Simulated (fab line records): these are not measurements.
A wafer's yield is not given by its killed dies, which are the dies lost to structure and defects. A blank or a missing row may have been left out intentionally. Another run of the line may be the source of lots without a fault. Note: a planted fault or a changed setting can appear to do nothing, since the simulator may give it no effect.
Split-lot experiment :: flow berkeley_cmos170 :: 27 wafers read across 5 lots, on a route 331 steps long

## THE SPLIT
At UCB170_ACTIVE_ETCH_15 (etches Si3N4 in CH3F/Ar/O2, stops on SiO2, target depth 242 nm, time 151 s), the setting target_depth_a was moved away from the recipe's 2420 angstrom on 9 of the 27 wafers read, by +28.4% to +59.8%. The other wafers ran this setting at the recipe's value.

The reading is taken at the split's own step.

## THE READING
oes_product_au, in a.u., at UCB170_ACTIVE_ETCH_15 (etches Si3N4 in CH3F/Ar/O2, stops on SiO2, target depth 242 nm, time 151 s). A value of 0.945 a.u. with a standard deviation of 0.015 a.u. is what fault-free wafers of this fab line usually give.

wafer: L074.1
tool, chamber at the split: rie_diel-01, 0
target_depth_a as run, angstrom: 2420
against the recipe: recipe
oes_product_au, a.u.: 0.934
against lot-mates on the recipe: -

wafer: L074.2
tool, chamber at the split: rie_diel-01, 3
target_depth_a as run, angstrom: 3108
against the recipe: +28.4%
oes_product_au, a.u.: 0.835
against lot-mates on the recipe: -0.112

wafer: L074.3
tool, chamber at the split: rie_diel-01, 2
target_depth_a as run, angstrom: 3108
against the recipe: +28.4%
oes_product_au, a.u.: 0.812
against lot-mates on the recipe: -0.135

wafer: L074.4
tool, chamber at the split: rie_diel-01, 1
target_depth_a as run, angstrom: 3108
against the recipe: +28.4%
oes_product_au, a.u.: 0.803
against lot-mates on the recipe: -0.144

wafer: L074.5
tool, chamber at the split: rie_diel-01, 3
target_depth_a as run, angstrom: 2420
against the recipe: recipe
oes_product_au, a.u.: 0.972
against lot-mates on the recipe: -

wafer: L074.6
tool, chamber at the split: rie_diel-01, 2
target_depth_a as run, angstrom: 2420
against the recipe: recipe
oes_product_au, a.u.: 0.935
against lot-mates on the recipe: -

wafer: L079.1
tool, chamber at the split: rie_diel-01, 3
target_depth_a as run, angstrom: 2420
against the recipe: recipe
oes_product_au, a.u.: 0.968
against lot-mates on the recipe: -

wafer: L079.2
tool, chamber at the split: rie_diel-01, 1
target_depth_a as run, angstrom: 2420
against the recipe: recipe
oes_product_au, a.u.: 0.914
against lot-mates on the recipe: -

wafer: L079.3
tool, chamber at the split: rie_diel-01, 0
target_depth_a as run, angstrom: 2420
against the recipe: recipe
oes_product_au, a.u.: 0.934
against lot-mates on the recipe: -

wafer: L080.1
tool, chamber at the split: rie_diel-02, 1
target_depth_a as run, angstrom: 2420
against the recipe: recipe
oes_product_au, a.u.: 0.940
against lot-mates on the recipe: -

wafer: L080.2
tool, chamber at the split: rie_diel-02, 0
target_depth_a as run, angstrom: 3672
against the recipe: +51.7%
oes_product_au, a.u.: 0.760
against lot-mates on the recipe: -0.180

wafer: L080.3
tool, chamber at the split: rie_diel-02, 2
target_depth_a as run, angstrom: 3672
against the recipe: +51.7%
oes_product_au, a.u.: 0.742
against lot-mates on the recipe: -0.198

wafer: L080.4
tool, chamber at the split: rie_diel-02, 3
target_depth_a as run, angstrom: 2420
against the recipe: recipe
oes_product_au, a.u.: 0.945
against lot-mates on the recipe: -

wafer: L080.5
tool, chamber at the split: rie_diel-02, 3
target_depth_a as run, angstrom: 2420
against the recipe: recipe
oes_product_au, a.u.: 0.935
against lot-mates on the recipe: -

wafer: L080.6
tool, chamber at the split: rie_diel-02, 2
target_depth_a as run, angstrom: 3672
against the recipe: +51.7%
oes_product_au, a.u.: 0.739
against lot-mates on the recipe: -0.201

wafer: L081.1
tool, chamber at the split: rie_diel-01, 0
target_depth_a as run, angstrom: 2420
against the recipe: recipe
oes_product_au, a.u.: 0.940
against lot-mates on the recipe: -

wafer: L081.2
tool, chamber at the split: rie_diel-01, 3
target_depth_a as run, angstrom: 2420
against the recipe: recipe
oes_product_au, a.u.: 0.967
against lot-mates on the recipe: -

wafer: L081.3
tool, chamber at the split: rie_diel-01, 1
target_depth_a as run, angstrom: 2420
against the recipe: recipe
oes_product_au, a.u.: 0.931
against lot-mates on the recipe: -

wafer: L081.4
tool, chamber at the split: rie_diel-01, 3
target_depth_a as run, angstrom: 2420
against the recipe: recipe
oes_product_au, a.u.: 0.966
against lot-mates on the recipe: -

wafer: L081.5
tool, chamber at the split: rie_diel-01, 1
target_depth_a as run, angstrom: 2420
against the recipe: recipe
oes_product_au, a.u.: 0.928
against lot-mates on the recipe: -

wafer: L081.6
tool, chamber at the split: rie_diel-01, 0
target_depth_a as run, angstrom: 2420
against the recipe: recipe
oes_product_au, a.u.: 0.925
against lot-mates on the recipe: -

wafer: L083.1
tool, chamber at the split: rie_diel-04, 1
target_depth_a as run, angstrom: 2420
against the recipe: recipe
oes_product_au, a.u.: 0.950
against lot-mates on the recipe: -

wafer: L083.2
tool, chamber at the split: rie_diel-04, 3
target_depth_a as run, angstrom: 2420
against the recipe: recipe
oes_product_au, a.u.: 0.959
against lot-mates on the recipe: -

wafer: L083.3
tool, chamber at the split: rie_diel-04, 2
target_depth_a as run, angstrom: 3866
against the recipe: +59.8%
oes_product_au, a.u.: 0.745
against lot-mates on the recipe: -0.212

wafer: L083.4
tool, chamber at the split: rie_diel-04, 0
target_depth_a as run, angstrom: 3866
against the recipe: +59.8%
oes_product_au, a.u.: 0.742
against lot-mates on the recipe: -0.215

wafer: L083.5
tool, chamber at the split: rie_diel-04, 1
target_depth_a as run, angstrom: 3866
against the recipe: +59.8%
oes_product_au, a.u.: 0.739
against lot-mates on the recipe: -0.218

wafer: L083.6
tool, chamber at the split: rie_diel-04, 0
target_depth_a as run, angstrom: 2420
against the recipe: recipe
oes_product_au, a.u.: 0.963
against lot-mates on the recipe: -

THE FIT
A straight line over all 27 wafers: oes_product_au changes by -0.00364 a.u. for each +1% of target_depth_a; r = -0.98; the points scatter about the line by 0.018 a.u.
The same after taking each lot's own level away (the mean of its wafers on the recipe; 27 wafers): -0.00373 a.u. for each +1%; r = -0.98; scatter 0.017 a.u.
Per that fit: largest target_depth_a move, reading shift of 0.22 a.u.
The lots' own levels span 0.9387 to 0.9573 a.u., that is 1.2 times the standard deviation above.
Hence the lot-to-lot level has little effect on the slope; both slopes agree.
Check: for one of the wafers moved furthest among these (+59.8%), held out of the fit, the line's prediction against its lot-mates is -0.227 a.u. It came out at -0.212 a.u. against them.
Tool readings at the split's step, against how far the setting was moved: oes_product_au r = -0.98.

## ADDITIONAL SPLITS CARRIED BY THESE WAFERS
Other splits were also applied to these wafers ahead of the reading. Each is held against what the fit with the lots' levels taken away leaves over:
other split on the same wafers: UCB170_PWELL_ETCH_14 time_s
wafers away from the commonest value: 9
r with oes_product_au (lot level and that fit taken away): +0.09

## THE WHOLE CHAIN: every reading that the file lists as answering this split, in the file's order
step: UCB170_ACTIVE_ETCH_15
what it does: etches Si3N4 in CH3F/Ar/O2, stops on SiO2, target depth 242 nm, time 151 s
reading: oes_product_au
change (the file's fit): -0.00376 a.u. for each +1% of the setting
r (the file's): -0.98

step: UCB170_ACTIVE_ETCH_15
what it does: etches Si3N4 in CH3F/Ar/O2, stops on SiO2, target depth 242 nm, time 151 s
reading: KrF_of_ACTIVE_COAT_08.thk_nm (the simulator's own value, which no gauge read)
change (the file's fit): -1.61 nm for each +1% of the setting
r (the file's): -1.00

step: UCB170_ACTIVE_ETCH_15
what it does: etches Si3N4 in CH3F/Ar/O2, stops on SiO2, target depth 242 nm, time 151 s
reading: SiO2_of_ACTIVE_OXIDATION_02.thk_nm (the simulator's own value, which no gauge read)
change (the file's fit): -0.383 nm for each +1% of the setting
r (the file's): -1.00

step: UCB170_ACTIVE_STRIP_16
what it does: strips in O2
reading: strip_time_to_endpoint_s
change (the file's fit): withheld for each +1% of the setting
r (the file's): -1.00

step: UCB170_FIELD_CLEAN_00
what it does: cleans in dHF, time 7.5 s
reading: SiO2_of_ACTIVE_OXIDATION_02.thk_nm (the simulator's own value, which no gauge read)
change (the file's fit): -0.362 nm for each +1% of the setting
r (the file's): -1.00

## FILE'S OWN FIT
oes_product_au changes by -0.00376 a.u. for each +1% of target_depth_a, r = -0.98.
